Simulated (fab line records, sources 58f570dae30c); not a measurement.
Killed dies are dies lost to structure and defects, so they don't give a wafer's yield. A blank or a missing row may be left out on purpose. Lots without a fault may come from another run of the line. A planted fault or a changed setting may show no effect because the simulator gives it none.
One fault seen from 2 desks | flow berkeley_cmos170 | each desk has only its own numbers; what lay behind them comes last

THE TOOL OWNER'S DESK: litho_track-02
The tool's own readings at UCB170_GATE_PEB_10: means of the sampled wafers that have a number, for each lot that ran on this tool. A lot is out of limits, marked OUT, if its mean lies more than 4 standard deviations from the usual mean; the brackets give that distance.
Columns: A = exhaust_pa at UCB170_GATE_PEB_10, usual 45.0 Pa
lot  | first seen here | A
L410 | day 6 19:43     | 44.9
L412 | day 7 05:31     | 45.2
L411 | day 7 11:23     | 45.6
L413 | day 7 16:35     | 44.6
L422 | day 9 15:10     | 46.0
L424 | day 10 02:03    | 44.8
This desk's finding: nothing out of limits on any of the 6 lots.

THE METROLOGY DESK
What the gauges read, lot by lot, whatever tool the lot ran on: means of the sampled wafers that have a number. A lot is out of limits, marked OUT, if its mean lies more than 4 standard deviations from the usual mean; the brackets give that distance.
Columns: A = NWELL_TW at UCB170_NWELL_TW_MEAS_16, usual 1259; B = PVT_OVL at UCB170_PVT_OVL_MEAS_06, usual -2 nm; C = cd_nm at UCB170_GATE_CD_MEAS_12, usual 350.1 nm
lot  | first seen here | A    | B   | C
L406 | day 2 03:52     | 1263 | 0   | 348.9
L410 | day 3 00:20     | 1254 | -14 | 349.7
L411 | day 3 07:13     | 1249 | 9   | 352.1
L412 | day 3 11:09     | 1250 | -3  | 349.9
L413 | day 3 17:59     | 1255 | -8  | 349.6
L414 | day 3 21:42     | 1259 | -4  | 350.4
L415 | day 3 21:55     | 1259 | -3  | 349.0
L417 | day 4 14:22     | 1244 | 1   | 351.5
L422 | day 5 12:01     | 1272 | 1   | 330.2 (-17) OUT
L423 | day 5 22:01     | 1257 | 6   | 348.5
L425 | day 6 09:40     | 1262 | -0  | 350.6
L424 | day 6 09:53     | 1264 | -2  | 329.9 (-17) OUT
L427 | day 7 00:47     | 1263 | -6  | 351.9
L429 | day 7 04:14     | 1248 | -7  | 348.0
This desk's finding: out of limits on L422, L424; first on L422, day 9 15:26 (cd_nm at UCB170_GATE_CD_MEAS_12). In limits: L406, L410, L411, L412, L413, L414, L415, L417, L423, L425, L427, L429.

PUT TOGETHER
The metrology desk could have raised an alarm at day 9 15:26, on L422, L424.
The tool owner's desk saw nothing out of limits.
The tool owner's desk has L422, L424 on record, within its limits.
Of the lots named, all ran UCB170_GATE_PEB_10 on litho_track-02.

WHAT THE SIMULATOR HAD PUT IN
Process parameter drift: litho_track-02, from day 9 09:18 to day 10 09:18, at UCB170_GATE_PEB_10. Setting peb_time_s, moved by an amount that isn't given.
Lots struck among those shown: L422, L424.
Hours from the fault's start to each desk's first reading out of limits: the metrology desk, 6.
